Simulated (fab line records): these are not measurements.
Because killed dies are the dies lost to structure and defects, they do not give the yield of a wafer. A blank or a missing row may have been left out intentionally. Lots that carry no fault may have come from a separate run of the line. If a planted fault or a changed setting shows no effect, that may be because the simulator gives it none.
Problem report, 8D (eight disciplines) form, completed by code :: flow ritCmos :: the parts of the form that need people (team, actions taken, sign-off) are left out

== 1. PROBLEM STATEMENT ==
On 2 wafers of 1 lot, killedAtContacts at RIT_M1_PROBE_99 has a mean of 20.5; fault-free wafers read 0.1, standard deviation 0.23. That is +89 standard deviations from the usual mean.
Earliest sighting: wafer L107.1 on prober-02 at day 6 22:19. Wafers with a number at this step in the record: 39, from 13 lots. The rule behind "out" and "out of limits": a value lying over 4 standard deviations away from the usual mean. The other wafers with a number count as sound.

== 2. WHAT IT IS, WHAT IT ISN'T ==
question: which readings at this step
is: killedAtContacts, killedDies, killedOnRim
is not: killedAtFrontEnd, killedOpen, killedShort

question: which lots
is: L107
is not: L100, L101, L103, L106, L112, L990, L991, L994, L995, L996, L998, L999

question: which wafers of those lots
is: L107.1, L107.4
is not: L107.2

question: read on which tools
is: prober-02
is not: prober-01

question: when
is: from day 6 22:19
is not: up to then (33 sound wafers); but 4 sound wafers of L107, L112 came after

== 3. SUSPECTS, AND WHAT RULES EACH OUT ==
Counting: any tool at a process step up to the reading remains a suspect provided it ran every lot that is out. Sound lots after the first of them don't rule it out here, since some wafers of a struck lot are sound.
- plasmaAsher-03 at RIT_PLDD_STRIP_09 (strips in O2, time 180 s): kept. The lot that is out, L107, ran on it at day 6 08:44; the last sound lot it ran before that was L996, at day 4 01:15.
- pecvd-02 at RIT_CONTACT_CVD_00 (deposits SiO2 from TEOS, target thk 400 nm, time 61 s): kept. The lot that is out, L107, ran on it at day 6 16:00; the last sound lot it ran before that was L101, at day 5 10:30.
- prober-02 at RIT_M1_PROBE_99: kept. The lot that is out, L107, ran on it at day 6 22:19; the last sound lot it ran before that was L103, at day 6 03:38. Its own killedAtContacts, killedDies, killedOnRim readings are out on those wafers.
- The sound lot-mates ran in chamber 1 of pecvd-02 at RIT_CONTACT_CVD_00, but the wafers that are out ran in chamber 0.
plasmaAsher-03 at RIT_PLDD_STRIP_09, pecvd-02 at RIT_CONTACT_CVD_00 and prober-02 at RIT_M1_PROBE_99 are what is left after counting.

== 4. THE CAUSE (what the simulator had put in) ==
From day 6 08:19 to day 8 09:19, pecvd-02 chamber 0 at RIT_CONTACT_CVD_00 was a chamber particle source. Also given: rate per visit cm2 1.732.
This tool is one of the 3 suspects left after counting.

== 5. SEQUENCE OF EFFECTS, ordered by route ==
One row per reading whose mean, taken over the struck wafers that have a number, lies over 3 standard deviations from the usual. Only readings for which the record gives a usual standard deviation are gone through. hours: the time from each lot's start at the first step in this table that gives one to its start at this step, as a median over the lots. sigmas: the change in usual standard deviations.
hours: 0
step: RIT_M1_PROBE_99
reading: killedAtContacts
usual: 0.1
on struck wafers: 20.5
change: +20.4
sigmas: +89

hours: 0
step: RIT_M1_PROBE_99
reading: killedDies
usual: 7
on struck wafers: 28
change: +20
sigmas: +6.6

hours: 0
step: RIT_M1_PROBE_99
reading: killedOnRim
usual: 1.9
on struck wafers: 12.5
change: +10.6
sigmas: +8.2
It contains these process steps:
- RIT_M1_PROBE_99

== 6. WHAT WOULD HAVE CAUGHT IT SOONER ==
First out-of-limits reading in this record: day 6 22:19, which is 14 hours after fault onset at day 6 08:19.
Tool readings at RIT_CONTACT_CVD_00 with a usual standard deviation given in the record: none out on any struck wafer, hence no alarm at a limit of 4 standard deviations on them.
Lots out: 1; all had begun RIT_CONTACT_CVD_00 on pecvd-02 by day 6 22:19. Tool hold at that time: it would have spared none of them.
